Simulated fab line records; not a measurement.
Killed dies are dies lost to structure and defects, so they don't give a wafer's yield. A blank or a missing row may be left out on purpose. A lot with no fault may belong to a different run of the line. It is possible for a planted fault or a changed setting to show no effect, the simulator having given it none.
Problem report in the 8D (eight disciplines) form, filled by code    flow ritCmos    the parts of the form that need people (team, actions taken, sign-off) are left out

== 1. THE ISSUE ==
developerTempC at RIT_NLDD_DEVELOP_05 reads a mean of 25.33 C on 6 wafers of 2 lots; wafers without a fault read 22.98 C with a standard deviation of 0.095. That is +25 standard deviations from the usual mean.
The step: develop time 50 s.
The first sign was on wafer L194.2 at day 5 14:00, on lithoTrack-03. At this step, 42 wafers from 14 lots have a number in the record. By rule, "out" or "out of limits" means more than 4 standard deviations away from the usual mean. All remaining wafers that have a number are taken as sound.

== 2. WHAT IT IS; WHAT IT IS NOT ==
question                     is                      is not
which readings at this step  developerTempC          -
which lots                   L194, L197              L181, L182, L183, L184, L186, L189, L190, L192, L193, L195, L203, L204
which wafers of those lots   all that have a number  -
read on which tools          lithoTrack-03           lithoTrack-01, lithoTrack-02
when                         from day 5 14:00        up to then (27 sound wafers); but 9 sound wafers of L195, L203, L204 came after

== 3. THE SUSPECTS, EACH WITH WHAT RULES IT OUT ==
Counting: a tool at any process step up to the reading remains a suspect when it ran all the lots that are out and ran no sound lot after the first of those.
- lithoTrack-03 at RIT_NLDD_DEVELOP_05 (develop time 50 s): kept. It processed each lot that is out, first L194 at day 5 14:00, and no sound lot thereafter; up to then, the last sound lot it processed was L193 at day 5 08:00. Out on those wafers are its own readings of developerTempC.
After counting, what remains is lithoTrack-03 at RIT_NLDD_DEVELOP_05.

== 4. THE CAUSE (what the simulator had put in) ==
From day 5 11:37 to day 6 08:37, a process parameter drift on lithoTrack-03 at RIT_NLDD_DEVELOP_05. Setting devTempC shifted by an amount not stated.
Only this tool survived the counting.

== 5. SEQUENCE OF EFFECTS, ordered by route ==
Each row: a reading whose mean over the struck wafers that have a number lies more than 3 standard deviations from the usual. Only readings whose record carries a usual standard deviation are examined. hours: median over the lots of the time between each lot's start at the first step of this table that gives one and its start at this step. sigmas: the change, counted in usual standard deviations.
hours  step                 reading         usual    on struck wafers  change  sigmas
0      RIT_NLDD_DEVELOP_05  developerTempC  22.98 C  25.33             +2.35   +25
Process steps it contains:
- RIT_NLDD_DEVELOP_05: develop time 50 s.

== 6. HOW IT WOULD HAVE BEEN CAUGHT EARLIER ==
In this record no reading fell out of limits until day 5 14:00, 2 hours after the fault had begun at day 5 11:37.
